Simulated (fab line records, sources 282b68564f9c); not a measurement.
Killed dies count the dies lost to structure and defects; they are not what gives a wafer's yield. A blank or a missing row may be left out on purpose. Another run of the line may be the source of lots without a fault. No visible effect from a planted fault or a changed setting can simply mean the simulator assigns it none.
Which tool did it? + flow rit cmos + Sampling: 14 lots, 42 wafers, 4 of 202 route steps

WHAT THE GAUGES SHOWED, per wafer
RIT_SDANNEAL_RS_MEAS_05: the measuring method here is four-point-probe.
| lot  | measured    | on            | NSD_RS (ohm/sq)   |
|------|-------------|---------------|-------------------|
| L718 | day 3 05:23 | film metro-01 | 84.53 84.60 84.52 |
| L721 | day 3 18:19 | film metro-01 | 84.62 84.81 84.59 |
| L722 | day 3 22:14 | film metro-03 | 84.76 84.73 84.94 |
| L723 | day 4 06:07 | film metro-03 | 84.82 84.51 84.95 |
| L724 | day 4 09:17 | film metro-03 | 84.42 84.57 84.45 |
| L725 | day 4 13:24 | film metro-03 | 84.98 84.58 84.55 |
| L726 | day 4 19:50 | film metro-02 | 84.63 84.60 84.56 |
| L727 | day 4 22:51 | film metro-02 | 84.38 84.21 84.45 |
| L731 | day 5 19:55 | film metro-01 | 84.70 84.50 84.68 |
| L732 | day 6 01:57 | film metro-03 | 84.61 84.40 84.35 |
| L736 | day 7 01:15 | film metro-02 | 84.60 84.69 84.82 |
| L738 | day 7 04:56 | film metro-03 | 84.33 84.47 84.39 |
| L740 | day 7 16:37 | film metro-02 | 84.38 84.32 84.19 |
| L741 | day 7 21:53 | film metro-02 | 84.85 84.41 84.57 |

EACH LOT AND THE TOOL THAT RAN IT (in order: tool; ch and the chambers of the sampled wafers; start)
| lot  | RIT_ACTIVE_ETCH_13                | RIT_NRETRO_STRIP_09                 | RIT_SDANNEAL_CLEAN_01          |
|------|-----------------------------------|-------------------------------------|--------------------------------|
| L718 | rie diel-02 ch 0,3, day 1 16:10   | plasma asher-04 ch 0,1, day 2 09:41 | wet bench-01 ch 1, day 3 05:01 |
| L721 | rie diel-02 ch 0,1,3, day 2 05:43 | plasma asher-01 ch 0,1, day 2 21:48 | wet bench-01 ch 3, day 3 17:56 |
| L722 | rie diel-04 ch 1,2, day 2 10:53   | plasma asher-04 ch 0,1, day 3 02:51 | wet bench-01 ch 2, day 3 21:52 |
| L723 | rie diel-03 ch 0,1,3, day 2 15:50 | plasma asher-04 ch 0,1, day 3 10:00 | wet bench-01 ch 3, day 4 05:45 |
| L724 | rie diel-02 ch 1,3, day 2 20:50   | plasma asher-03 ch 0,1, day 3 12:49 | wet bench-02 ch 2, day 4 08:50 |
| L725 | rie diel-02 ch 0,1,3, day 3 02:23 | plasma asher-04 ch 0,1, day 3 17:09 | wet bench-02 ch 3, day 4 13:00 |
| L726 | rie diel-04 ch 0,2,3, day 3 06:43 | plasma asher-04 ch 0,1, day 3 22:38 | wet bench-02 ch 3, day 4 19:26 |
| L727 | rie diel-04 ch 0,2,3, day 3 11:59 | plasma asher-04 ch 0,1, day 4 02:40 | wet bench-03 ch 3, day 4 22:26 |
| L731 | rie diel-04 ch 2,3, day 4 08:55   | plasma asher-03 ch 0,1, day 4 23:28 | wet bench-03 ch 1, day 5 19:32 |
| L732 | rie diel-02 ch 0,1,3, day 4 12:43 | plasma asher-01 ch 0,1, day 5 03:38 | wet bench-03 ch 2, day 6 01:32 |
| L736 | rie diel-02 ch 1,2,3, day 5 11:59 | plasma asher-01 ch 0,1, day 6 04:37 | wet bench-02 ch 3, day 7 00:52 |
| L738 | rie diel-02 ch 0,3, day 5 18:50   | plasma asher-04 ch 0,1, day 6 09:50 | wet bench-02 ch 0, day 7 04:32 |
| L740 | rie diel-04 ch 0,2,3, day 6 04:52 | plasma asher-01 ch 0,1, day 6 19:43 | wet bench-01 ch 2, day 7 16:14 |
| L741 | rie diel-03 ch 0,1,2, day 6 09:50 | plasma asher-04 ch 0,1, day 7 00:42 | wet bench-03 ch 0, day 7 21:29 |
- RIT_ACTIVE_ETCH_13: etches Si3N4 in SF6, stops on SiO2, time 210 s, target depth 210 nm.
- RIT_NRETRO_STRIP_09: strips in O2, time 180 s.
- RIT_SDANNEAL_CLEAN_01: cleans in dHF, time 30 s.

AS READ BY THE TOOLS THEMSELVES (means over the sampled wafers that have a number; for cases with no such wafer, the mark the record gives instead)
RIT_ACTIVE_ETCH_13.
| lot  | tool        | drypump motor current A (A) | oes product au (a.u.) | rf fwd power W (W) | throttle valve pct (%) |
|------|-------------|-----------------------------|-----------------------|--------------------|------------------------|
| L718 | rie diel-02 | 5.2                         | 0.831                 | 124.8              | 7.49                   |
| L721 | rie diel-02 | 5.5                         | 0.831                 | 124.9              | 7.47                   |
| L722 | rie diel-04 | 5.6                         | 0.838                 | 124.6              | 7.42                   |
| L723 | rie diel-03 | 6.3                         | 0.814                 | 124.7              | 7.48                   |
| L724 | rie diel-02 | 5.2                         | 0.836                 | 124.2              | 7.54                   |
| L725 | rie diel-02 | 5.5                         | 0.821                 | 124.2              | 7.46                   |
| L726 | rie diel-04 | 5.8                         | 0.829                 | 124.8              | 7.43                   |
| L727 | rie diel-04 | 5.8                         | 0.826                 | 124.8              | 7.43                   |
| L731 | rie diel-04 | 5.7                         | 0.815                 | 124.9              | 7.40                   |
| L732 | rie diel-02 | 5.5                         | 0.828                 | 124.6              | 7.46                   |
| L736 | rie diel-02 | 5.3                         | 0.828                 | 124.5              | 7.52                   |
| L738 | rie diel-02 | 5.5                         | 0.823                 | 124.6              | 7.42                   |
| L740 | rie diel-04 | 5.8                         | 0.816                 | 124.9              | 7.43                   |
| L741 | rie diel-03 | 6.1                         | 0.824                 | 124.7              | 7.55                   |

RIT_NRETRO_STRIP_09.
| lot  | tool            | drypump motor current A (A) |
|------|-----------------|-----------------------------|
| L718 | plasma asher-04 | 5.7                         |
| L721 | plasma asher-01 | 5.5                         |
| L722 | plasma asher-04 | 5.7                         |
| L723 | plasma asher-04 | 5.6                         |
| L724 | plasma asher-03 | 5.4                         |
| L725 | plasma asher-04 | 5.7                         |
| L726 | plasma asher-04 | 5.7                         |
| L727 | plasma asher-04 | 5.7                         |
| L731 | plasma asher-03 | 5.4                         |
| L732 | plasma asher-01 | 5.1                         |
| L736 | plasma asher-01 | 5.5                         |
| L738 | plasma asher-04 | 5.6                         |
| L740 | plasma asher-01 | 5.2                         |
| L741 | plasma asher-04 | 5.6                         |

THE ANSWER, worked out from the rows above alone
Rule: the usual values come from the lots themselves. Put in order of their means at a reading, lots are off if they are a third of the lots or fewer, leave a main group of 4 or more, and stand apart from it by a gap of 3 or more times the standard deviation of the main group's means; of several such gaps the widest counts. If all means in a main group match to the digits the tables above print for the reading, that group is not used. A lot without any number at a reading at which 4 lots or more have one is off too. All remaining lots with rows at the step are treated as sound. Order of review: gauges by route order, followed by the tools' own readings, for which a lot's mean as printed above is used. The first step at which some lot is off is used, and at that step the reading that is off furthest; a lot without a number counts as furthest.
No lot is off on any of the readings shown, so nothing can be concluded from this.

WHAT THE SIMULATOR HAD INSERTED
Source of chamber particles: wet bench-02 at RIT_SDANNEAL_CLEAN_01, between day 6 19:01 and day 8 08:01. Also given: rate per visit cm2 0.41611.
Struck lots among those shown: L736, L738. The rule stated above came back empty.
